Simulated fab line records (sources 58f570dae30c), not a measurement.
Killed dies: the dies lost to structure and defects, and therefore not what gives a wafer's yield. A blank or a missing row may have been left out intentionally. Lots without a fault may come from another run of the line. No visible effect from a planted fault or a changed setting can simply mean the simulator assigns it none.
One fault seen from 2 desks / flow berkeleyCmos170 / numbers are kept per desk, each desk with only its own; the story behind them comes last

== METROLOGY DESK ==
Lot by lot, what the gauges showed, no matter which tool ran the lot: averages of those sampled wafers that carry a number. A lot is out of limits, marked OUT, if its mean lies more than 4 standard deviations from the usual mean; the brackets give that distance.
Columns: A = PWELL_NITRIDE_THK at UCB170_PWELL_THK_MEAS_06, usual 220.6 nm; B = PVT_OVL at UCB170_PVT_OVL_MEAS_06, usual -3 nm
lot=L346; first seen here=day 3 15:50; A=221.2; B=-6
lot=L345; first seen here=day 3 15:50; A=222.1; B=-12
lot=L349; first seen here=day 4 02:01; A=221.8; B=-5
lot=L353; first seen here=day 5 00:58; A=218.5; B=-5
lot=L352; first seen here=day 5 00:59; A=218.7; B=-0
lot=L354; first seen here=day 5 09:35; A=222.2; B=-5
lot=L355; first seen here=day 5 09:36; A=220.9; B=-5
lot=L356; first seen here=day 5 19:42; A=222.3; B=-2
lot=L357; first seen here=day 5 19:42; A=221.0; B=2
lot=L358; first seen here=day 5 19:42; A=221.8; B=-1
lot=L361; first seen here=day 6 15:31; A=221.9; B=-4
lot=L360; first seen here=day 6 15:32; A=222.6; B=0
lot=L362; first seen here=day 6 23:20; A=221.3; B=8
lot=L363; first seen here=day 6 23:20; A=220.9; B=1
lot=L364; first seen here=day 6 23:23; A=218.4; B=-8
This desk's verdict: no lot among the 15 shows anything out of limits.

== DESK OF THE TOOL OWNER: furnace-04 ==
The tool's own readings at UCB170_WELLDRIVE_ANNEAL_03 (time 900 s): means of the sampled wafers that have a number, for each lot that ran on this tool. A lot is out of limits, marked OUT, if its mean lies more than 4 standard deviations from the usual mean; the brackets give that distance.
Columns: A = spikeTcCentreC at UCB170_WELLDRIVE_ANNEAL_03, usual 1102.2 C; B = spikeTcLoadC at UCB170_WELLDRIVE_ANNEAL_03, usual 1127.1 C; C = spikeTcSourceC at UCB170_WELLDRIVE_ANNEAL_03, usual 1124.4 C; D = tubeCenterTempC at UCB170_WELLDRIVE_ANNEAL_03, usual 1100 C; E = tube_center_temp_C_max at UCB170_WELLDRIVE_ANNEAL_03, usual 1102.9; F = zonePowerSourcePct at UCB170_WELLDRIVE_ANNEAL_03, usual 47.7 %
lot=L354; first seen here=day 6 03:34; A=1102.9; B=1122.0; C=1126.6; D=1100; E=1102.8; F=48.2
lot=L356; first seen here=day 6 17:06; A=1101.5; B=1122.8; C=1125.5; D=1100; E=1103.0; F=47.7
lot=L357; first seen here=day 6 17:06; A=1102.9; B=1122.9; C=1125.9; D=1100; E=1102.8; F=47.6
lot=L358; first seen here=day 6 21:22; A=1102.1; B=1123.5; C=1126.3; D=1100; E=1102.7; F=48.1
lot=L362; first seen here=day 7 21:28; A=1043.0 (-49) OUT; B=1062.0 (-22) OUT; C=1065.3 (-31) OUT; D=1040 (-99 or more) OUT; E=1042.9 (-99 or more) OUT; F=42.4 (-4.8) OUT
lot=L363; first seen here=day 7 21:28; A=1042.1 (-50) OUT; B=1063.0 (-22) OUT; C=1066.0 (-31) OUT; D=1040 (-99 or more) OUT; E=1042.7 (-99 or more) OUT; F=42.3 (-4.9) OUT
lot=L364; first seen here=day 7 21:28; A=1040.6 (-51) OUT; B=1061.9 (-22) OUT; C=1065.2 (-31) OUT; D=1040 (-99 or more) OUT; E=1042.9 (-99 or more) OUT; F=42.1 (-5.1) OUT
This desk's verdict: out of limits on L362, L363, L364, starting with L362 at day 7 21:28 (spikeTcCentreC at UCB170_WELLDRIVE_ANNEAL_03). Within limits: L354, L356, L357, L358.

== BROUGHT TOGETHER ==
At day 7 21:28, on L362, L363, L364, the tool owner's desk was in a position to raise an alarm.
At the metrology desk, nothing out of limits was observed.
The metrology desk holds a record of L362, L363, L364, inside its limits.
Every lot named ran UCB170_WELLDRIVE_ANNEAL_03 on furnace-04.

== WHAT THE SIMULATOR HAD INSERTED ==
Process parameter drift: furnace-04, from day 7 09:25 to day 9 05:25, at UCB170_WELLDRIVE_ANNEAL_03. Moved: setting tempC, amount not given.
Lots struck among those shown: L362, L363, L364.
Time in hours from fault onset to the first out-of-limits reading at each desk: the tool owner's desk, 12.
